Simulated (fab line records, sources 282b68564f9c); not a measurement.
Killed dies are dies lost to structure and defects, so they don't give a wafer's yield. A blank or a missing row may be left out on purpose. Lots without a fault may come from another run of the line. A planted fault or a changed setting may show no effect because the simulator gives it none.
One fault seen from 2 desks | flow rit_cmos | each desk has only its own numbers; what lay behind them comes last

THE TOOL OWNER'S DESK: furnace-01
The tool's own readings at RIT_REOX_OXIDATION_03 (target thk 25.2 nm, ox time 5580 s): means of the sampled wafers that have a number, for each lot that ran on this tool. A lot is out of limits, marked OUT, if its mean lies more than 4 standard deviations from the usual mean; the brackets give that distance.
Columns: A = spike_tc_centre_C at RIT_REOX_OXIDATION_03, usual 903.0 C; B = spike_tc_load_C at RIT_REOX_OXIDATION_03, usual 923 C; C = spike_tc_source_C at RIT_REOX_OXIDATION_03, usual 923.7 C; D = tube_center_temp_C at RIT_REOX_OXIDATION_03, usual 899.99 C; E = tube_center_temp_C_max at RIT_REOX_OXIDATION_03, usual 902.3; F = zone_power_source_pct at RIT_REOX_OXIDATION_03, usual 26.6 %
lot  | first seen here | A               | B              | C                | D                        | E               | F
L704 | day 3 11:57     | 901.8           | 918            | 926.7            | 899.95                   | 902.2           | 27.1
L706 | day 3 15:58     | 902.8           | 919            | 926.4            | 899.93                   | 902.4           | 27.2
L707 | day 4 00:44     | 922.1 (+16) OUT | 939 (+4.1) OUT | 946.7 (+7.9) OUT | 919.96 (+99 or more) OUT | 922.5 (+56) OUT | 28.5
L708 | day 4 06:35     | 922.1 (+16) OUT | 940 (+4.4) OUT | 946.8 (+8.0) OUT | 919.96 (+99 or more) OUT | 922.6 (+56) OUT | 28.5
L723 | day 7 09:27     | 902.0           | 917            | 926.5            | 899.95                   | 902.1           | 27.1
This desk's finding: out of limits on L707, L708; first on L707, day 4 00:44 (spike_tc_centre_C at RIT_REOX_OXIDATION_03). In limits: L704, L706, L723.

THE METROLOGY DESK
What the gauges read, lot by lot, whatever tool the lot ran on: means of the sampled wafers that have a number. A lot is out of limits, marked OUT, if its mean lies more than 4 standard deviations from the usual mean; the brackets give that distance.
Columns: A = REOX_OXIDE_THK at RIT_REOX_THK_MEAS_04, usual 24.7 nm
lot  | first seen here | A
L701 | day 3 02:42     | 24.6
L703 | day 3 08:29     | 24.8
L704 | day 3 14:32     | 25.4
L706 | day 3 18:31     | 24.4
L707 | day 4 03:17     | 30.4 (+15) OUT
L708 | day 4 09:10     | 30.8 (+16) OUT
L709 | day 4 11:04     | 24.3
L715 | day 5 19:43     | 24.5
L719 | day 6 15:20     | 24.8
L720 | day 6 17:52     | 25.0
L721 | day 6 21:56     | 24.4
L722 | day 7 03:24     | 24.0
L723 | day 7 12:01     | 25.4
L724 | day 7 16:08     | 24.4
This desk's finding: out of limits on L707, L708; first on L707, day 4 03:17 (REOX_OXIDE_THK at RIT_REOX_THK_MEAS_04). In limits: L701, L703, L704, L706, L709, L715, L719, L720, L721, L722, L723, L724.

PUT TOGETHER
The tool owner's desk could have raised an alarm at day 4 00:44, on L707, L708.
The metrology desk could have raised an alarm at day 4 03:17, on L707, L708.
Of the lots named, all ran RIT_REOX_OXIDATION_03 on furnace-01.

WHAT THE SIMULATOR HAD PUT IN
Process parameter drift: furnace-01, from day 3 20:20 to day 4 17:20, at RIT_REOX_OXIDATION_03. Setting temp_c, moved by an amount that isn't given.
Lots struck among those shown: L707, L708.
Hours from the fault's start to each desk's first reading out of limits: the tool owner's desk, 4; the metrology desk, 7.
